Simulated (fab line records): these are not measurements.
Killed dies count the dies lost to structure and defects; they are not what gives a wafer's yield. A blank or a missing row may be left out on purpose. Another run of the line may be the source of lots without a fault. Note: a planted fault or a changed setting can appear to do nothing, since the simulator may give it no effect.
Code-filled problem report in 8D (eight disciplines) form    flow rit cmos    the parts of the form that need people (team, actions taken, sign-off) are left out

## 1. THE PROBLEM
Mean PLDD_RS at RIT_SDANNEAL_RS_MEAS_06: 185.4 ohm/sq over 9 wafers in 3 lots; fault-free wafers: 178.4 ohm/sq, standard deviation 0.42. That is +17 standard deviations from the usual mean.
The step: measures by four-point-probe.
The first sign was on wafer L215.3 at day 6 08:41, on film metro-04. At this step, 42 wafers from 14 lots have a number in the record. The rule behind "out" and "out of limits": a value lying over 4 standard deviations away from the usual mean. The rest of the wafers with a number are treated as sound.

## 2. WHAT IT IS, AND WHAT IT ISN'T
question                     is                                           is not
which readings at this step  PLDD_RS                                      -
which lots                   L215, L216, L217                             L201, L202, L203, L204, L205, L206, L207, L208, L209, L211, L212
which wafers of those lots   all that have a number                       -
read on which gauges         film metro-01, film metro-02, film metro-04  -
when                         from day 6 08:41                             up to then (33 sound wafers)

## 3. THE SUSPECTS, EACH WITH WHAT RULES IT OUT
Counting: a tool stays on the suspect list if, at a process step up to the reading, it processed all lots that are out and no sound lot following the first of them.
- the gauge at RIT_SDANNEAL_RS_MEAS_06 is ruled out. Those wafers that are out were read across 3 gauges (film metro-01, film metro-02, film metro-04).
- implanter-01 at RIT_PLDD_IMPLANT_08: kept. It ran every lot that is out, first L215 (day 6 02:11), and no sound lot after that; its last sound lot up to then is L209 (day 4 22:22). Its own readings are out on those wafers: beam energy keV.
Remaining after the count: implanter-01 at RIT_PLDD_IMPLANT_08.

## 4. THE CAUSE (what the simulator had put in)
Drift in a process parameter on implanter-01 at RIT_PLDD_IMPLANT_08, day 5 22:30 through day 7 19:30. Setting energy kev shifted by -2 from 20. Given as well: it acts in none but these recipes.
The count eliminated every tool but this one.

## 5. THE EFFECT CHAIN, in route order
Each row: a reading whose mean over the struck wafers that have a number lies more than 3 standard deviations from the usual. Scope: only readings with a usual standard deviation given in the record; hours: median across lots of the time from each lot's start at the first step in this table that gives one to its start at this step; sigmas: change in usual standard deviations.
hours  step                     reading          usual         on struck wafers  change  sigmas
0      RIT_PLDD_IMPLANT_08      beam energy keV  19.999        17.999            -2.000  -99 or more
7      RIT_SDANNEAL_RS_MEAS_06  PLDD_RS          178.4 ohm/sq  185.4             +7.0    +17
Here are the process steps it includes:
- RIT_PLDD_IMPLANT_08

## 6. HOW IT WOULD HAVE BEEN CAUGHT EARLIER
In this record the first reading out of limits at a measuring or inspecting step was taken at day 6 08:41, 10 hours after the fault began at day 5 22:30.
The tool's own readings at RIT_PLDD_IMPLANT_08 were out on every struck wafer that the step has a row for (beam energy keV): an alarm limit on them would have fired on the first of those.
L217, from the lots that are out (3), started RIT_PLDD_IMPLANT_08 on implanter-01 later than day 6 08:41. A hold on the tool at that time would have spared it.
